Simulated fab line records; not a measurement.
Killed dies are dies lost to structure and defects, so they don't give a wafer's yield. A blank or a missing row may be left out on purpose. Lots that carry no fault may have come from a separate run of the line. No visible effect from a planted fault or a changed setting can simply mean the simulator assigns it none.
fab line records + flow berkeley-cmos170
[record]
- lots = 15
- wafers = 45
- last-day = 12
route steps=331 shown GATE@131 NLDD@164 CONTACT@217 V1@256
lots with no fault: from the same line, run without faults
start-h: hours from the record's opening day to when the first of the lot's shown wafers began + wait-h: time in hours since the lot's previous step + " repeats the value in the row above + L1.1+2: a single row standing in for several wafers + - no value present, or no start provided + * or withheld: withheld + < > ~ a bound
route shown NAME@n: a module of which the file shows steps, and the number in the route of the first + usual: average and standard deviation across the fault-free wafers + same: alike in all rows + chamber/n: place in a boat + sites: the reading at each site + _std_site: standard deviation of those values + _edge_site: inner sites' mean taken away from outer sites' mean + radius-mm: how far each site lies from the wafer's centre + mask NAME#n: copy n + behind: the tool/chamber that last shaped the wafer + hold: cause of the lot's hold/its duration in hours/its outcome + device: whichever transistor did not switch (one of n, p or np) + end of line: the tests these same wafers got at the end of their route + a step given without rows: its recipe and nothing more + killed: count of dies lost to structure and defects at first sort (not the wafer's yield) + map: the dies of a wafer, with x for killed, . for not killed, _ for no die there
set.NAME: the setting as run; set.NAME@STEP: as run at that earlier step + model.NAME: the simulator's own value behind a step, which no gauge read
route steps across a sampled set of lots; one table per step, one row per wafer
services: the hour from which a tool's chamber was out of use, counted from the record's first day as start-h (under 0 if before that day), plus the number of hours and why
[[steps]]
[step UCB170_GATE_THK_MEAS_05]
[recipe]
- reads = poly-Si_of_GATE_CVD_04
[usual]
- GATE_POLY_THK = 213.2/2.1
| lot.wafer | tool          | chamber | start-h | wait-h | GATE_POLY_THK[nm] |
|-----------|---------------|---------|---------|--------|-------------------|
| L733.2    | film-metro-02 | -       | 149.30  | 0.0    | 213.5             |
| L733.4    | "             | -       | "       | "      | 214.1             |
| L733.6    | "             | -       | "       | "      | 214.3             |
| L736.1    | film-metro-02 | -       | 161.20  | 0.0    | 213.5             |
| L736.4    | "             | -       | "       | "      | 212.6             |
| L736.5    | "             | -       | "       | "      | 212.7             |
| L735.2    | film-metro-01 | -       | 161.21  | 0.0    | 212.3             |
| L735.4    | "             | -       | "       | "      | 212.1             |
| L735.5    | "             | -       | "       | "      | 211.6             |
| L737.3    | film-metro-01 | -       | 161.28  | 0.1    | 212.8             |
| L737.5    | "             | -       | "       | "      | 211.9             |
| L737.6    | "             | -       | "       | "      | 214.7             |
| L738.2    | film-metro-01 | -       | 176.86  | 0.0    | 217.2             |
| L738.3    | "             | -       | "       | "      | 213.7             |
| L738.6    | "             | -       | "       | "      | 213.9             |
| L741.1    | film-metro-01 | -       | 183.74  | 0.0    | 210.7             |
| L741.2    | "             | -       | "       | "      | 211.8             |
| L741.3    | "             | -       | "       | "      | 210.8             |
| L739.3    | film-metro-02 | -       | 183.81  | 0.1    | 214.3             |
| L739.4    | "             | -       | "       | "      | 214.6             |
| L739.5    | "             | -       | "       | "      | 214.3             |
| L740.3    | film-metro-01 | -       | 183.82  | 0.1    | 208.1             |
| L740.4    | "             | -       | "       | "      | 209.7             |
| L740.5    | "             | -       | "       | "      | 208.7             |
| L744.2    | film-metro-02 | -       | 194.81  | 0.0    | 214.7             |
| L744.4    | "             | -       | "       | "      | 215.8             |
| L744.6    | "             | -       | "       | "      | 216.7             |
| L743.1    | film-metro-02 | -       | 194.86  | 0.1    | 211.6             |
| L743.4    | "             | -       | "       | "      | 212.3             |
| L743.5    | "             | -       | "       | "      | 212.1             |
| L745.1    | film-metro-02 | -       | 214.35  | 0.0    | 213.6             |
| L745.2    | "             | -       | "       | "      | 214.8             |
| L745.4    | "             | -       | "       | "      | 214.1             |
| L746.2    | film-metro-01 | -       | 214.36  | 0.0    | 207.7             |
| L746.4    | "             | -       | "       | "      | 209.2             |
| L746.5    | "             | -       | "       | "      | 209.8             |
| L747.2    | film-metro-03 | -       | 214.36  | 0.0    | 213.1             |
| L747.3    | "             | -       | "       | "      | 214.2             |
| L747.5    | "             | -       | "       | "      | 211.8             |
| L748.4    | film-metro-03 | -       | 220.76  | 0.0    | 213.5             |
| L748.5    | "             | -       | "       | "      | 211.6             |
| L748.6    | "             | -       | "       | "      | 211.9             |
| L754.1    | film-metro-02 | -       | 249.96  | 0.0    | 216.3             |
| L754.4    | "             | -       | "       | "      | 216.4             |
| L754.6    | "             | -       | "       | "      | 216.4             |
[step UCB170_NLDD_CD_MEAS_06]
[recipe]
- target-cd-nm = 1200
[usual]
- cd-nm = 1199.8/1.2
| lot.wafer | tool      | chamber | start-h | wait-h | cd-nm  |
|-----------|-----------|---------|---------|--------|--------|
| L733.2    | cd-sem-02 | -       | 154.31  | -      | 1200.4 |
| L733.4    | "         | -       | "       | "      | 1198.7 |
| L733.6    | "         | -       | "       | "      | 1199.7 |
| L736.1    | cd-sem-02 | -       | 167.63  | -      | 1198.7 |
| L736.4    | "         | -       | "       | "      | 1200.7 |
| L736.5    | "         | -       | "       | "      | 1198.8 |
| L735.2    | cd-sem-02 | -       | 168.77  | -      | 1199.9 |
| L735.4    | "         | -       | "       | "      | 1199.5 |
| L735.5    | "         | -       | "       | "      | 1199.2 |
| L737.3    | cd-sem-01 | -       | 168.94  | -      | 1198.6 |
| L737.5    | "         | -       | "       | "      | 1199.0 |
| L737.6    | "         | -       | "       | "      | 1199.5 |
| L738.2    | cd-sem-01 | -       | 182.63  | -      | 1199.0 |
| L738.3    | "         | -       | "       | "      | 1198.6 |
| L738.6    | "         | -       | "       | "      | 1199.2 |
| L741.1    | cd-sem-02 | -       | 188.55  | -      | 1198.5 |
| L741.2    | "         | -       | "       | "      | 1198.3 |
| L741.3    | "         | -       | "       | "      | 1198.0 |
| L739.3    | cd-sem-01 | -       | 188.95  | -      | 1200.0 |
| L739.4    | "         | -       | "       | "      | 1199.4 |
| L739.5    | "         | -       | "       | "      | 1200.6 |
| L740.3    | cd-sem-01 | -       | 189.73  | -      | 1200.8 |
| L740.4    | "         | -       | "       | "      | 1199.7 |
| L740.5    | "         | -       | "       | "      | 1199.6 |
| L744.2    | cd-sem-01 | -       | 201.86  | -      | 1199.3 |
| L744.4    | "         | -       | "       | "      | 1199.5 |
| L744.6    | "         | -       | "       | "      | 1199.5 |
| L743.1    | cd-sem-01 | -       | 202.39  | -      | 1198.7 |
| L743.4    | "         | -       | "       | "      | 1198.8 |
| L743.5    | "         | -       | "       | "      | 1198.6 |
| L745.1    | cd-sem-02 | -       | 219.27  | -      | 1199.3 |
| L745.2    | "         | -       | "       | "      | 1198.6 |
| L745.4    | "         | -       | "       | "      | 1199.9 |
| L746.2    | cd-sem-02 | -       | 219.57  | -      | 1199.4 |
| L746.4    | "         | -       | "       | "      | 1199.7 |
| L746.5    | "         | -       | "       | "      | 1198.6 |
| L747.2    | cd-sem-01 | -       | 220.41  | -      | 1200.8 |
| L747.3    | "         | -       | "       | "      | 1200.0 |
| L747.5    | "         | -       | "       | "      | 1199.1 |
| L748.4    | cd-sem-02 | -       | 226.53  | -      | 1198.7 |
| L748.5    | "         | -       | "       | "      | 1198.5 |
| L748.6    | "         | -       | "       | "      | 1199.9 |
| L754.1    | cd-sem-01 | -       | 255.33  | -      | 1202.2 |
| L754.4    | "         | -       | "       | "      | 1202.8 |
| L754.6    | "         | -       | "       | "      | 1201.9 |
[step UCB170_CONTACT_CVD_01]
[recipe]
- material = PSG
- target-thk-nm = 700
- temp-c = 450
- precursor = SiH4/O2/PH3
- time-s = 2820
- pressure-mtorr = 300
- sih4-flow-sccm = 60
- o2-flow-sccm = 90
- ph3-flow-sccm = 25
[usual]
- ph3-flow-sccm = 25.00/0.075
- pressure-mtorr = 300.1/0.64
| lot.wafer | tool     | chamber | start-h | wait-h | ph3-flow-sccm | pressure-mtorr |
|-----------|----------|---------|---------|--------|---------------|----------------|
| L733.2    | lpcvd-02 | 1       | 173.64  | 1.2    | 24.98         | 300.0          |
| L733.4    | "        | 1       | "       | "      | 24.88         | 299.3          |
| L733.6    | "        | 1       | "       | "      | 24.89         | 299.4          |
| L737.3    | lpcvd-02 | 1       | 180.55  | 0.0    | 24.92         | 300.1          |
| L737.5    | "        | 1       | "       | "      | 24.89         | 300.4          |
| L737.6    | "        | 1       | "       | "      | 24.93         | 301.0          |
| L735.2    | lpcvd-01 | 1       | 181.55  | 0.5    | 25.08         | 300.3          |
| L735.4    | "        | 1       | "       | "      | 24.95         | 299.9          |
| L735.5    | "        | 1       | "       | "      | 25.03         | 300.2          |
| L736.1    | lpcvd-01 | 1       | 181.55  | 0.7    | 25.13         | 300.1          |
| L736.4    | "        | 1       | "       | "      | 24.95         | 300.1          |
| L736.5    | "        | 1       | "       | "      | 24.96         | 300.6          |
| L738.2    | lpcvd-01 | 0       | 198.82  | 0.0    | 25.05         | 300.9          |
| L738.3    | "        | 0       | "       | "      | 25.06         | 300.8          |
| L738.6    | "        | 0       | "       | "      | 25.02         | 301.1          |
| L740.3    | lpcvd-02 | 1       | 203.07  | 0.0    | 25.06         | 300.2          |
| L740.4    | "        | 1       | "       | "      | 24.90         | 300.7          |
| L740.5    | "        | 1       | "       | "      | 25.02         | 300.6          |
| L739.3    | lpcvd-01 | 1       | 203.93  | 0.3    | 24.90         | 299.6          |
| L739.4    | "        | 1       | "       | "      | 25.01         | 299.4          |
| L739.5    | "        | 1       | "       | "      | 24.99         | 298.7          |
| L741.1    | lpcvd-02 | 1       | 204.85  | 0.5    | 24.90         | 298.8          |
| L741.2    | "        | 1       | "       | "      | 24.94         | 299.6          |
| L741.3    | "        | 1       | "       | "      | 24.99         | 299.6          |
| L744.2    | lpcvd-01 | 1       | 215.57  | 0.0    | 24.95         | 298.6          |
| L744.4    | "        | 1       | "       | "      | 25.02         | 299.4          |
| L744.6    | "        | 1       | "       | "      | 24.96         | 298.7          |
| L743.1    | lpcvd-01 | 1       | 217.35  | 0.5    | 25.01         | 300.0          |
| L743.4    | "        | 1       | "       | "      | 24.96         | 299.9          |
| L743.5    | "        | 1       | "       | "      | 24.98         | 300.3          |
| L745.1    | lpcvd-01 | 1       | 231.45  | 0.5    | 20.07         | 299.9          |
| L745.2    | "        | 1       | "       | "      | 19.93         | 299.7          |
| L745.4    | "        | 1       | "       | "      | 19.97         | 299.8          |
| L746.2    | lpcvd-02 | 0       | 232.68  | 0.2    | 24.95         | 299.5          |
| L746.4    | "        | 0       | "       | "      | 24.90         | 299.5          |
| L746.5    | "        | 0       | "       | "      | 24.92         | 300.5          |
| L747.2    | lpcvd-01 | 1       | 234.12  | 1.4    | 19.97         | 300.6          |
| L747.3    | "        | 1       | "       | "      | 20.10         | 300.6          |
| L747.5    | "        | 1       | "       | "      | 20.09         | 299.7          |
| L748.4    | lpcvd-01 | 0       | 240.28  | 0.6    | 20.02         | 299.5          |
| L748.5    | "        | 0       | "       | "      | 20.08         | 300.1          |
| L748.6    | "        | 0       | "       | "      | 20.10         | 300.4          |
| L754.1    | lpcvd-02 | 1       | 266.86  | 0.0    | 24.94         | 299.6          |
| L754.4    | "        | 1       | "       | "      | 24.92         | 300.9          |
| L754.6    | "        | 1       | "       | "      | 25.02         | 300.0          |
[step UCB170_CONTACT_THK_MEAS_02]
[recipe]
- reads = PSG_of_CONTACT_CVD_01
[usual]
- CONTACT_PSG_THK = 700/6
| lot.wafer | tool          | chamber | start-h | wait-h | CONTACT_PSG_THK[nm] |
|-----------|---------------|---------|---------|--------|---------------------|
| L733.2    | film-metro-01 | -       | 175.43  | 0.0    | 696                 |
| L733.4    | "             | -       | "       | "      | 701                 |
| L733.6    | "             | -       | "       | "      | 701                 |
| L737.3    | film-metro-01 | -       | 182.36  | 0.0    | 706                 |
| L737.5    | "             | -       | "       | "      | 705                 |
| L737.6    | "             | -       | "       | "      | 703                 |
| L736.1    | film-metro-02 | -       | 183.34  | 0.0    | 710                 |
| L736.4    | "             | -       | "       | "      | 707                 |
| L736.5    | "             | -       | "       | "      | 709                 |
| L735.2    | film-metro-01 | -       | 183.35  | 0.0    | 700                 |
| L735.4    | "             | -       | "       | "      | 700                 |
| L735.5    | "             | -       | "       | "      | 702                 |
| L738.2    | film-metro-02 | -       | 200.61  | 0.0    | 693                 |
| L738.3    | "             | -       | "       | "      | 688                 |
| L738.6    | "             | -       | "       | "      | 683                 |
| L740.3    | film-metro-01 | -       | 204.87  | 0.0    | 702                 |
| L740.4    | "             | -       | "       | "      | 695                 |
| L740.5    | "             | -       | "       | "      | 692                 |
| L739.3    | film-metro-01 | -       | 205.73  | 0.0    | 703                 |
| L739.4    | "             | -       | "       | "      | 701                 |
| L739.5    | "             | -       | "       | "      | 702                 |
| L741.1    | film-metro-01 | -       | 206.64  | 0.0    | 700                 |
| L741.2    | "             | -       | "       | "      | 695                 |
| L741.3    | "             | -       | "       | "      | 701                 |
| L744.2    | film-metro-02 | -       | 217.36  | 0.0    | 697                 |
| L744.4    | "             | -       | "       | "      | 698                 |
| L744.6    | "             | -       | "       | "      | 697                 |
| L743.1    | film-metro-02 | -       | 219.14  | 0.0    | 712                 |
| L743.4    | "             | -       | "       | "      | 711                 |
| L743.5    | "             | -       | "       | "      | 713                 |
| L745.1    | film-metro-02 | -       | 234.12  | 0.0    | 685                 |
| L745.2    | "             | -       | "       | "      | 686                 |
| L745.4    | "             | -       | "       | "      | 688                 |
| L746.2    | film-metro-02 | -       | 234.48  | 0.0    | 691                 |
| L746.4    | "             | -       | "       | "      | 694                 |
| L746.5    | "             | -       | "       | "      | 695                 |
| L747.2    | film-metro-03 | -       | 235.92  | 0.0    | 688                 |
| L747.3    | "             | -       | "       | "      | 680                 |
| L747.5    | "             | -       | "       | "      | 682                 |
| L748.4    | film-metro-01 | -       | 242.10  | 0.0    | 685                 |
| L748.5    | "             | -       | "       | "      | 688                 |
| L748.6    | "             | -       | "       | "      | 680                 |
| L754.1    | film-metro-03 | -       | 269.53  | 0.0    | 703                 |
| L754.4    | "             | -       | "       | "      | 701                 |
| L754.6    | "             | -       | "       | "      | 695                 |
[step UCB170_V1_CMP_02]
[recipe]
- material = SiO2
- down-force-psi = 6
- platen-rpm = 60
- pad-velocity-m-s = 0.75398
[usual]
- motor-current-A = 16.1/2.1
| lot.wafer | tool   | chamber | start-h | wait-h | motor-current-A |
|-----------|--------|---------|---------|--------|-----------------|
| L733.2    | cmp-01 | 0       | 183.10  | 0.1    | 15.1            |
| L733.4    | "      | 2       | "       | "      | 12.3            |
| L733.6    | "      | 3       | "       | "      | 18.2            |
| L737.3    | cmp-02 | 3       | 188.95  | 0.2    | 19.2            |
| L737.6    | "      | 0       | "       | "      | 15.8            |
| L737.5    | "      | 1       | "       | "      | 16.7            |
| L735.2    | cmp-02 | 0       | 190.14  | 0.0    | 15.7            |
| L735.4    | "      | 1       | "       | "      | 17.1            |
| L735.5    | "      | 0       | "       | "      | 16.3            |
| L736.4    | cmp-01 | 3       | 190.24  | 0.1    | 18.1            |
| L736.1    | "      | 0       | "       | "      | 15.0            |
| L736.5    | "      | 2       | "       | "      | 13.0            |
| L738.2    | cmp-01 | 3       | 207.31  | 0.1    | 18.3            |
| L738.3    | "      | 0       | "       | "      | 15.2            |
| L738.6    | "      | 1       | "       | "      | 13.8            |
| L740.4    | cmp-02 | 2       | 210.45  | 0.0    | 17.6            |
| L740.3    | "      | 0       | "       | "      | 16.1            |
| L740.5    | "      | 2       | "       | "      | 15.8            |
| L739.3    | cmp-01 | 2       | 212.03  | 0.1    | 13.0            |
| L739.4    | "      | 0       | "       | "      | 15.2            |
| L739.5    | "      | 2       | "       | "      | 12.6            |
| L741.2    | cmp-01 | 3       | 213.30  | 0.0    | 18.7            |
| L741.1    | "      | 0       | "       | "      | 14.6            |
| L741.3    | "      | 2       | "       | "      | 12.4            |
| L744.4    | cmp-01 | 3       | 224.44  | 0.0    | 17.7            |
| L744.2    | "      | 2       | "       | "      | 13.2            |
| L744.6    | "      | 3       | "       | "      | 18.0            |
| L743.4    | cmp-02 | 1       | 227.51  | 0.1    | 17.9            |
| L743.1    | "      | 3       | "       | "      | 20.3            |
| L743.5    | "      | 1       | "       | "      | 17.3            |
| L745.1    | cmp-01 | 2       | 241.55  | 0.1    | 12.4            |
| L745.4    | "      | 3       | "       | "      | 17.8            |
| L745.2    | "      | 0       | "       | "      | 14.7            |
| L746.4    | cmp-02 | 0       | 242.76  | 0.0    | 16.1            |
| L746.2    | "      | 1       | "       | "      | 17.8            |
| L746.5    | "      | 0       | "       | "      | 15.8            |
| L747.2    | cmp-01 | 3       | 242.93  | 0.1    | 16.8            |
| L747.3    | "      | 0       | "       | "      | 14.8            |
| L747.5    | "      | 1       | "       | "      | 15.0            |
| L748.4    | cmp-01 | 0       | 248.50  | 0.0    | 15.6            |
| L748.6    | "      | 0       | "       | "      | 15.3            |
| L748.5    | "      | 1       | "       | "      | 13.6            |
| L754.4    | cmp-02 | 3       | 276.14  | 0.0    | 20.0            |
| L754.1    | "      | 0       | "       | "      | 15.6            |
| L754.6    | "      | 0       | "       | "      | 16.9            |
[[services]]
| tool   | chamber | start-h | hours | kind                           |
|--------|---------|---------|-------|--------------------------------|
| cmp-01 | -       | 159.52  | 1.9   | repair                         |
| cmp-01 | -       | 172.57  | 0.4   | repair                         |
| cmp-01 | -       | 228.20  | 0.4   | repair                         |
| cmp-01 | -       | 232.00  | 4.0   | pm                             |
| cmp-01 | -       | 236.00  | -     | consumable-replace:conditioner |
| cmp-01 | -       | 236.00  | -     | consumable-replace:pad         |
| cmp-02 | -       | 238.83  | 1.1   | repair                         |
| cmp-01 | -       | 267.06  | 1.0   | repair                         |
| cmp-01 | -       | 275.91  | 4.0   | repair                         |
[[key]]
[first-sign]
- step = UCB170_CONTACT_CVD_01
- reading = ph3-flow-sccm
- direction = down
- sigmas = 66
- usual = 25.00
- struck = 20.04
[effect]
- step = UCB170_CONTACT_THK_MEAS_02
- reading = CONTACT_PSG_THK
- direction = down
- sigmas = 2.5
- usual = 700
- struck = 685
met-at UCB170_CONTACT_CVD_01
struck-lots L745,L747,L748
tester-left-out L745,L747,L748
not-acting-at UCB170_GATE_THK_MEAS_05,UCB170_NLDD_CD_MEAS_06,UCB170_V1_CMP_02
onset-between 217.35 231.45
[fault]
- kind = process-parameter-drift
- tool = lpcvd-01
- chamber = -
- onset-h = 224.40
- steps = UCB170_CONTACT_CVD_01
- channel = ph3-flow-sccm
- offset = -5
- shape = step
- end-h = 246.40
- stated = 25
// tester-left-out: of these lots the tester's yield and bins aren't shown, on N5 and GAA mostly nor the transistor test; their killed dies are dies lost to structure and defects alone, not to doping, threshold or leakage, so they don't give the yield
